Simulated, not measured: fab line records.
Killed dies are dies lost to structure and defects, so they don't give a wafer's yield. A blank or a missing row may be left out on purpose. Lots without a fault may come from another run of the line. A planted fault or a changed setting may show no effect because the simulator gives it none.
Code-filled problem report in 8D (eight disciplines) form + flow ritCmos + the parts of the form that need people (team, actions taken, sign-off) are left out

== 1. THE ISSUE ==
wafer_temp_C_max at RIT_SILICIDE_RTA_04 reads a mean of 657.2 on 6 wafers of 2 lots; wafers without a fault read 652.5 with a standard deviation of 0.71. That puts it +6.6 standard deviations away from the usual mean.
The step: time 10 s, ramp up 5 s, ramp down 5 s.
First observed at day 4 08:31: wafer L881.2, on rtpAnneal-01. The record holds 42 wafers of 14 lots with a number at this step. Rule for "out", or "out of limits": more than 4 standard deviations from the usual mean. The rest of the wafers with a number are treated as sound.

== 2. WHAT IT IS, WHAT IT ISN'T ==
| question                    | is                     | is not                                                                                                              |
|-----------------------------|------------------------|---------------------------------------------------------------------------------------------------------------------|
| which readings at this step | wafer_temp_C_max       | -                                                                                                                   |
| which lots                  | L881, L883             | L875, L876, L880, L884, L886, L889, L890, L892, L895, L896, L897, L898                                              |
| which wafers of those lots  | all that have a number | -                                                                                                                   |
| read on which tools         | rtpAnneal-01           | rtpAnneal-02                                                                                                        |
| when                        | from day 4 08:31       | up to then (9 sound wafers); but 27 sound wafers of L884, L886, L889, L890, L892, L895, L896, L897, L898 came after |

== 3. WHAT RULES OUT EACH SUSPECT ==
Counting: a tool stays on the suspect list if, at a process step up to the reading, it processed all lots that are out and no sound lot following the first of them.
- rtpAnneal-01 at RIT_SILICIDE_RTA_04 (time 10 s, ramp up 5 s, ramp down 5 s): ruled out as a lasting fault. Sound lots L895, L897 ran on it after its first lot that is out, L881 (day 4 08:31).
Left after counting: nothing in the record.

== 4. THE CAUSE (what the simulator had put in) ==
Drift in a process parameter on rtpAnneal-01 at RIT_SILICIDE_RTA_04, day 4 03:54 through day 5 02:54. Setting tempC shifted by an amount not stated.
Counting ruled it out, wrongly.

== 5. THE CHAIN OF EFFECTS, in route order ==
Each row: a reading where the mean over the struck wafers with a number is more than 3 standard deviations away from the usual. Scope: only readings with a usual standard deviation given in the record; hours: median across lots of the time from each lot's start at the first step in this table that gives one to its start at this step; sigmas: change in usual standard deviations.
| hours | step                | reading          | usual | on struck wafers | change | sigmas |
|-------|---------------------|------------------|-------|------------------|--------|--------|
| 0     | RIT_SILICIDE_RTA_04 | wafer_temp_C_max | 652.5 | 657.2            | +4.7   | +6.6   |
Here are the process steps it includes:
- RIT_SILICIDE_RTA_04: time 10 s, ramp up 5 s, ramp down 5 s.

== 6. HOW IT WOULD HAVE BEEN CAUGHT EARLIER ==
In this record no reading fell out of limits until day 4 08:31, 5 hours after the fault had begun at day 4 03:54.
